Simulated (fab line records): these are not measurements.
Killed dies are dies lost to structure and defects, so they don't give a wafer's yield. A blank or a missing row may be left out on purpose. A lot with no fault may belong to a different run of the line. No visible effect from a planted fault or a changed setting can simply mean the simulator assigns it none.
2 desks looking at one fault | flow berkeley-cmos170 | what lay behind the numbers comes last; until then each desk has only its own

== THE TOOL OWNER'S DESK: rie-diel-01 ==
The tool's own readings at UCB170_M3_ETCH_17 (etches BARC in N2/H2): means of the sampled wafers that have a number, for each lot that ran on this tool. Any lot whose mean is over 4 standard deviations away from the usual mean is out of limits and marked OUT; that distance is given in the brackets.
Columns: A = drypump-motor-current-A at UCB170_M3_ETCH_17, usual 5.7 A; B = oes-product-au at UCB170_M3_ETCH_17, usual 0.995 a.u.; C = rf-fwd-power-W at UCB170_M3_ETCH_17, usual 493.5 W; D = throttle-valve-pct at UCB170_M3_ETCH_17, usual 13.25 %
lot  | first seen here | A   | B               | C                       | D
L366 | day 8 20:54     | 5.2 | 0.977           | 493.2                   | 13.25
L364 | day 8 22:26     | 5.4 | 0.994           | 493.0                   | 13.19
L368 | day 9 13:35     | 5.2 | 0.982           | 494.5                   | 13.25
L377 | day 11 07:46    | 5.4 | 0.991           | 493.7                   | 13.18
L379 | day 12 14:36    | 5.4 | 1.189 (+14) OUT | 695.3 (+99 or more) OUT | 13.19
L386 | day 13 18:37    | 5.8 | 1.215 (+16) OUT | 691.9 (+99 or more) OUT | 13.16
Finding of this desk: L379, L386 out of limits; the first was L379 at day 12 14:36, on oes-product-au at UCB170_M3_ETCH_17. L366, L364, L368, L377: within limits.

== THE METROLOGY DESK ==
What the gauges read, lot by lot, whatever tool the lot ran on: means of the sampled wafers that have a number. Any lot whose mean is over 4 standard deviations away from the usual mean is out of limits and marked OUT; that distance is given in the brackets.
Columns: A = cd-nm at UCB170_V2_CD_MEAS_90, usual 700.0 nm; B = M3_AL_THK at UCB170_M3_THK_MEAS_03, usual 881 nm; C = M3_BOW at UCB170_M3_BOW_MEAS_20, usual 38 um
lot  | first seen here | A     | B   | C
L366 | day 8 17:14     | 699.9 | 882 | 35
L364 | day 8 19:13     | 699.6 | 879 | 36
L368 | day 9 11:14     | 701.7 | 892 | 36
L370 | day 9 16:42     | 698.1 | 894 | 43
L373 | day 10 06:48    | 701.7 | 877 | 41
L371 | day 10 07:04    | 701.0 | 877 | 39
L372 | day 10 09:41    | 700.4 | 881 | 36
L377 | day 11 04:26    | 701.9 | 890 | 37
L376 | day 11 06:05    | 698.1 | 882 | 39
L375 | day 11 08:20    | 701.1 | 885 | 40
L379 | day 12 11:49    | 700.8 | 878 | 40
L380 | day 12 11:58    | 700.7 | 895 | 42
L381 | day 12 17:26    | 698.6 | 878 | 38
L386 | day 13 15:22    | 698.7 | 865 | 39
Result from this desk: across the 14 lots, nothing is out of limits.

== ALL TOGETHER ==
The tool owner's desk had the chance to raise an alarm at day 12 14:36 on L379, L386.
Metrology desk: nothing out of limits seen.
The metrology desk holds a record of L379, L386, inside its limits.
All the named lots went through UCB170_M3_ETCH_17 on rie-diel-01.

== WHAT THE SIMULATOR HAD PUT IN ==
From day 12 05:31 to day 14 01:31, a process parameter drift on rie-diel-01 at UCB170_M3_ETCH_17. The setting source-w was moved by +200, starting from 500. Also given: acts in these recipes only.
Lots struck among those shown: L379, L386.
Hours from the fault's start to each desk's first reading out of limits: the tool owner's desk, 9.
